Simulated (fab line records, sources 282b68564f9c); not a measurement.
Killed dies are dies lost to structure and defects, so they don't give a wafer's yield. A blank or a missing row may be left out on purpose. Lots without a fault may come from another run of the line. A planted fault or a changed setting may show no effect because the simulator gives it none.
Which tool did it? | flow rit_cmos | 14 lots, 42 wafers sampled, at 2 steps of a route of 202

WHAT THE GAUGES READ, wafer by wafer
The record holds no reading of a measuring or inspecting step that can be judged against a usual standard deviation.

WHICH TOOL RAN EACH LOT (tool, then ch and the chambers of the sampled wafers, then the start)
lot  | RIT_ACTIVE_STRIP_14                 | RIT_M1_PROBE_99
L392 | plasma_asher-02 ch 0,1, day 1 20:30 | -
L393 | plasma_asher-01 ch 0,1, day 2 02:05 | -
L394 | plasma_asher-02 ch 0,1, day 2 07:17 | prober-02, day 4 11:06
L395 | plasma_asher-02 ch 0,1, day 2 12:58 | -
L396 | plasma_asher-03 ch 0,1, day 2 18:38 | -
L397 | plasma_asher-01 ch 0,1, day 2 23:16 | prober-01, day 5 05:27
L398 | plasma_asher-03 ch 0,1, day 3 06:44 | prober-02, day 5 08:46
L404 | plasma_asher-01 ch 1, day 4 10:40   | -
L409 | plasma_asher-01 ch 0,1, day 5 09:53 | prober-01, day 7 12:43
L410 | plasma_asher-01 ch 0,1, day 5 14:22 | -
L411 | plasma_asher-02 ch 0,1, day 5 20:04 | -
L412 | plasma_asher-02 ch 0,1, day 6 00:23 | -
L413 | plasma_asher-02 ch 0,1, day 6 06:04 | -
L414 | plasma_asher-03 ch 1, day 6 11:50   | -
- RIT_ACTIVE_STRIP_14: strips in O2, time 180 s.
- RIT_M1_PROBE_99

WHAT THE TOOLS THEMSELVES READ (means of the sampled wafers that have a number; where no wafer has one, the mark that the record gives instead)
RIT_ACTIVE_STRIP_14. Usual: chamber_pressure_mTorr 4000 mTorr, standard deviation 4; drypump_motor_current_A 5.77 A, standard deviation 0.23.
lot  | tool            | chamber_pressure_mTorr (mTorr) | drypump_motor_current_A (A) | flag
L392 | plasma_asher-02 | 3999                           | 5.94                        |
L393 | plasma_asher-01 | 4003                           | 5.84                        |
L394 | plasma_asher-02 | 4000                           | 5.85                        |
L395 | plasma_asher-02 | 4001                           | 5.84                        |
L396 | plasma_asher-03 | 4000                           | 5.61                        |
L397 | plasma_asher-01 | -                              | -                           | OFF
L398 | plasma_asher-03 | -                              | -                           | OFF
L404 | plasma_asher-01 | 4000                           | 6.08                        |
L409 | plasma_asher-01 | 4000                           | 5.85                        |
L410 | plasma_asher-01 | 4005                           | 5.86                        |
L411 | plasma_asher-02 | 4001                           | 5.86                        |
L412 | plasma_asher-02 | 3998                           | 5.85                        |
L413 | plasma_asher-02 | 4001                           | 5.87                        |
L414 | plasma_asher-03 | 3999                           | 5.75                        |

RIT_M1_PROBE_99. Usual: killed_at_contacts 0.1, standard deviation 0.37; killed_at_front_end 6.9, standard deviation 2.9; killed_dies 7.1, standard deviation 2.9; killed_on_rim 1.9, standard deviation 1.4; killed_open 3.3, standard deviation 1.8; killed_short 3.6, standard deviation 2.2.
lot  | tool      | killed_at_contacts | killed_at_front_end | killed_dies | killed_on_rim | killed_open | killed_short | flag
L394 | prober-02 | 0.0                | 12.7                | 12.7        | 4.0           | 6.0         | 6.7          |
L397 | prober-01 | 0.0                | 264.0               | 264.0       | 70.0          | 1.0         | 3.0          | OFF
L398 | prober-02 | 0.3                | 263.7               | 264.0       | 70.0          | 2.7         | 5.3          | OFF
L409 | prober-01 | 1.0                | 11.3                | 12.3        | 0.7           | 3.7         | 8.0          |

THE ANSWER, worked out from the rows above alone
Rule: a lot is off if the mean of its wafers that have a number lies more than 3 standard deviations from the usual mean. A lot without any number at a reading at which 4 lots or more have one is off too. The other lots that the step has rows for count as sound. The gauges are gone through in route order, then the tools' own readings, and for those a lot's mean is taken as printed above. The first step at which some lot is off is used, and at that step the reading that is off furthest; a lot without a number counts as furthest.
Off: L397, L398, at RIT_ACTIVE_STRIP_14 (chamber_pressure_mTorr). Without a number there: L397, L398.
A tool fits if, at that step or a process step before it, it ran every lot that is off, and no sound lot after the first of them. None of those tried fits.

WHAT THE SIMULATOR HAD PUT IN
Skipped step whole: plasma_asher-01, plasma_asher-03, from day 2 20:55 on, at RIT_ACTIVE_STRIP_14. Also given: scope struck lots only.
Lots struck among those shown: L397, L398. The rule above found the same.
